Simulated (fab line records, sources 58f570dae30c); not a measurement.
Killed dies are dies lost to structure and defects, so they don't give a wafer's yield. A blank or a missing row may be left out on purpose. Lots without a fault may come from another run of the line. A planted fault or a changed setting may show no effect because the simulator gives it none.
Which tool did it? | flow berkeley_cmos170 | 13 lots, 39 wafers sampled, at 3 steps of a route of 331

WHAT THE GAUGES READ, wafer by wafer
UCB170_M1_RS_MEAS_01: measures by four-point-probe. Usual: M1_AL_RS 0.0486 ohm/sq, standard deviation 0.00064.
lot  | measured     | on            | M1_AL_RS (ohm/sq)    | flag
L992 | day 9 02:37  | film_metro-01 | 0.0490 0.0485 0.0488 |
L993 | day 9 09:53  | film_metro-03 | 0.0476 0.0482 0.0476 |
L994 | day 9 10:44  | film_metro-04 | 0.0488 0.0494 0.0496 |
L995 | day 10 03:31 | film_metro-01 | 0.0484 0.0494 0.0484 |
L997 | day 10 22:42 | film_metro-01 | 0.0481 0.0475 0.0477 |
L996 | day 10 23:19 | film_metro-01 | 0.0443 0.0486 0.0484 |
L100 | day 11 12:19 | film_metro-01 | 0.0489 0.0476 0.0486 |
L102 | day 11 15:32 | film_metro-01 | 0.0474 0.0474 0.0476 |
L107 | day 12 00:19 | film_metro-04 | 0.0491 0.0490 0.0492 |
L105 | day 12 04:24 | film_metro-04 | 0.0490 0.0493 0.0489 |
L112 | day 12 14:29 | film_metro-03 | 0.0478 0.0476 0.0477 |
L114 | day 13 16:35 | film_metro-04 | 0.0486 0.0484 0.0476 |
L115 | day 13 19:30 | film_metro-01 | 0.0496 0.0484 0.0492 |

UCB170_M1_THK_MEAS_02: measures by xrf. Usual: M1_AL_THK 604 nm, standard deviation 7.8.
lot  | measured     | on            | M1_AL_THK (nm) | flag
L992 | day 9 02:44  | film_metro-01 | 596 603 600    |
L993 | day 9 10:00  | film_metro-03 | 614 605 612    |
L994 | day 9 10:52  | film_metro-04 | 604 602 594    |
L995 | day 10 03:38 | film_metro-01 | 603 588 604    |
L997 | day 10 22:48 | film_metro-01 | 606 614 609    |
L996 | day 10 23:26 | film_metro-01 | 657 598 599    |
L100 | day 11 12:26 | film_metro-01 | 596 611 600    |
L102 | day 11 15:38 | film_metro-01 | 614 614 612    |
L107 | day 12 00:26 | film_metro-04 | 603 603 597    |
L105 | day 12 04:31 | film_metro-04 | 604 598 599    |
L112 | day 12 14:36 | film_metro-03 | 609 615 609    |
L114 | day 13 16:43 | film_metro-04 | 607 611 619    |
L115 | day 13 19:37 | film_metro-01 | 595 607 597    |

WHICH TOOL RAN EACH LOT (tool, then ch and the chambers of the sampled wafers, then the start)
lot  | UCB170_M1_SPUTTER_00
L992 | pvd_sputter-04, day 9 02:34
L993 | pvd_sputter-03, day 9 09:49
L994 | pvd_sputter-02, day 9 10:41
L995 | pvd_sputter-02, day 10 03:26
L997 | pvd_sputter-03, day 10 22:36
L996 | pvd_sputter-02, day 10 23:16
L100 | pvd_sputter-04, day 11 12:14
L102 | pvd_sputter-03, day 11 15:26
L107 | pvd_sputter-03, day 12 00:14
L105 | pvd_sputter-04, day 12 04:20
L112 | pvd_sputter-03, day 12 14:25
L114 | pvd_sputter-04, day 13 16:32
L115 | pvd_sputter-04, day 13 19:26
- UCB170_M1_SPUTTER_00: material Al, target thk 600 nm, time 80 s.

WHAT THE TOOLS THEMSELVES READ (means of the sampled wafers that have a number; where no wafer has one, the mark that the record gives instead)
UCB170_M1_SPUTTER_00. Usual: chamber_pressure_pa 0.5001 Pa, standard deviation 0.00099; throttle_valve_pct 30.4 %, standard deviation 0.65.
lot  | tool           | chamber_pressure_pa (Pa) | throttle_valve_pct (%) | flag
L992 | pvd_sputter-04 | 0.5005                   | 30.2                   |
L993 | pvd_sputter-03 | 0.5006                   | 30.1                   |
L994 | pvd_sputter-02 | 0.4997                   | 30.9                   |
L995 | pvd_sputter-02 | 0.4997                   | 31.1                   |
L997 | pvd_sputter-03 | 0.5003                   | 30.3                   |
L996 | pvd_sputter-02 | 0.4998                   | 30.8                   |
L100 | pvd_sputter-04 | 0.4995                   | 30.0                   |
L102 | pvd_sputter-03 | 0.4999                   | 30.2                   |
L107 | pvd_sputter-03 | 0.5003                   | 30.2                   |
L105 | pvd_sputter-04 | 0.5007                   | 29.8                   |
L112 | pvd_sputter-03 | 0.5000                   | 30.3                   |
L114 | pvd_sputter-04 | 0.5005                   | 30.0                   |
L115 | pvd_sputter-04 | 0.4995                   | 30.1                   |

THE ANSWER, worked out from the rows above alone
Rule: a lot is off if the mean of its wafers that have a number lies more than 3 standard deviations from the usual mean. A lot without any number at a reading at which 4 lots or more have one is off too. The other lots that the step has rows for count as sound. The gauges are gone through in route order, then the tools' own readings, and for those a lot's mean is taken as printed above. The first step at which some lot is off is used, and at that step the reading that is off furthest; a lot without a number counts as furthest.
No lot is off at any reading shown: from this, nothing can be told.

WHAT THE SIMULATOR HAD PUT IN
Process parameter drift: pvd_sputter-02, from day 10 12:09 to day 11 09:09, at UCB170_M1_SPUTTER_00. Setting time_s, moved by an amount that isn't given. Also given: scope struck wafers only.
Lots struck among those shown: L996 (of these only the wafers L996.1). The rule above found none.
